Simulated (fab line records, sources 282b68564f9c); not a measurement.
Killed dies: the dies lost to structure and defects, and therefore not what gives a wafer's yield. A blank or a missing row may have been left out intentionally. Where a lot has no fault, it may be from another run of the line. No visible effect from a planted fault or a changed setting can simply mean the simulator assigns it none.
Check for tools in common + flow rit-cmos + 14 lots and 42 wafers in the sample

== WHY THIS WAS OPENED ==
Of 14 lots, 2 have the reading PLDD_TW flagged at RIT_PLDD_TW_MEAS_10. No-fault wafers: 2354, standard deviation 20.
Rule: a lot is flagged when every wafer of it that has a number lies more than 4 standard deviations from that mean, or none has a number. The other lots count as sound.

| lot  | measured    | on            | PLDD_TW, wafer by wafer | flag    |
|------|-------------|---------------|-------------------------|---------|
| L718 | day 3 06:15 | film-metro-03 | 2365 2364 2384          |         |
| L719 | day 3 06:30 | film-metro-04 | 2336 2343 2328          |         |
| L720 | day 3 08:14 | film-metro-04 | 2340 2334 2335          |         |
| L721 | day 3 19:19 | film-metro-04 | 2337 2333 2339          |         |
| L722 | day 3 21:15 | film-metro-04 | 2338 2340 2343          |         |
| L723 | day 4 02:35 | film-metro-02 | 2355 2358 2361          |         |
| L724 | day 4 09:08 | film-metro-02 | 2350 2370 2363          |         |
| L726 | day 4 14:33 | film-metro-02 | 2356 2367 2345          |         |
| L729 | day 5 03:45 | film-metro-04 | 2342 2336 2333          |         |
| L733 | day 6 11:46 | film-metro-04 | 2715 2713 2741          | FLAGGED |
| L735 | day 7 02:17 | film-metro-02 | 2745 2759 2736          | FLAGGED |
| L739 | day 7 22:53 | film-metro-03 | 2368 2375 2361          |         |
| L740 | day 8 06:55 | film-metro-02 | 2335 2338 2339          |         |
| L741 | day 8 13:49 | film-metro-04 | 2335 2333 2325          |         |
Average over the flagged lots: 2735; offset from the usual +381, equal to +19 standard deviations.

== EACH LOT AND THE TOOL IT RAN ON ==
The record keeps 1 process step preceding the reading, out of 202 steps on the route. Every cell lists first the tool, next ch and the chambers used by the sampled wafers, and last the start.
| lot  | flag    | RIT_PLDD_IMPLANT_08            |
|------|---------|--------------------------------|
| L718 |         | implanter-02 ch 0, day 3 05:55 |
| L719 |         | implanter-01 ch 0, day 3 06:11 |
| L720 |         | implanter-02 ch 0, day 3 07:56 |
| L721 |         | implanter-02 ch 0, day 3 19:01 |
| L722 |         | implanter-04 ch 0, day 3 20:55 |
| L723 |         | implanter-04 ch 0, day 4 02:16 |
| L724 |         | implanter-01 ch 0, day 4 08:50 |
| L726 |         | implanter-02 ch 0, day 4 14:14 |
| L729 |         | implanter-04 ch 0, day 5 03:26 |
| L733 | FLAGGED | implanter-01 ch 0, day 6 11:08 |
| L735 | FLAGGED | implanter-04 ch 0, day 7 01:41 |
| L739 |         | implanter-02 ch 0, day 7 22:35 |
| L740 |         | implanter-01 ch 0, day 8 06:36 |
| L741 |         | implanter-04 ch 0, day 8 13:30 |
What these steps do:
- RIT_PLDD_IMPLANT_08
- RIT_PLDD_TW_MEAS_10

== FLAGGED AGAINST TOTAL, ONE TOOL AT A TIME (gauges that did the reading follow at the end) ==
| step                | tool          | lots run | flagged | share of the flagged lots | sound lots run after its first flagged lot |
|---------------------|---------------|----------|---------|---------------------------|--------------------------------------------|
| RIT_PLDD_IMPLANT_08 | implanter-01  | 4        | 1       | some                      | 1 (L740)                                   |
| RIT_PLDD_IMPLANT_08 | implanter-02  | 5        | 0       | none                      | -                                          |
| RIT_PLDD_IMPLANT_08 | implanter-04  | 5        | 1       | some                      | 1 (L741)                                   |
| RIT_PLDD_TW_MEAS_10 | film-metro-02 | 5        | 1       | some                      | 1 (L740)                                   |
| RIT_PLDD_TW_MEAS_10 | film-metro-03 | 2        | 0       | none                      | -                                          |
| RIT_PLDD_TW_MEAS_10 | film-metro-04 | 7        | 1       | some                      | 1 (L741)                                   |

== WHAT THE TABLE ALLOWS ==
No row of the table ran every flagged lot.

== WHAT THE SIMULATOR HAD INSERTED ==
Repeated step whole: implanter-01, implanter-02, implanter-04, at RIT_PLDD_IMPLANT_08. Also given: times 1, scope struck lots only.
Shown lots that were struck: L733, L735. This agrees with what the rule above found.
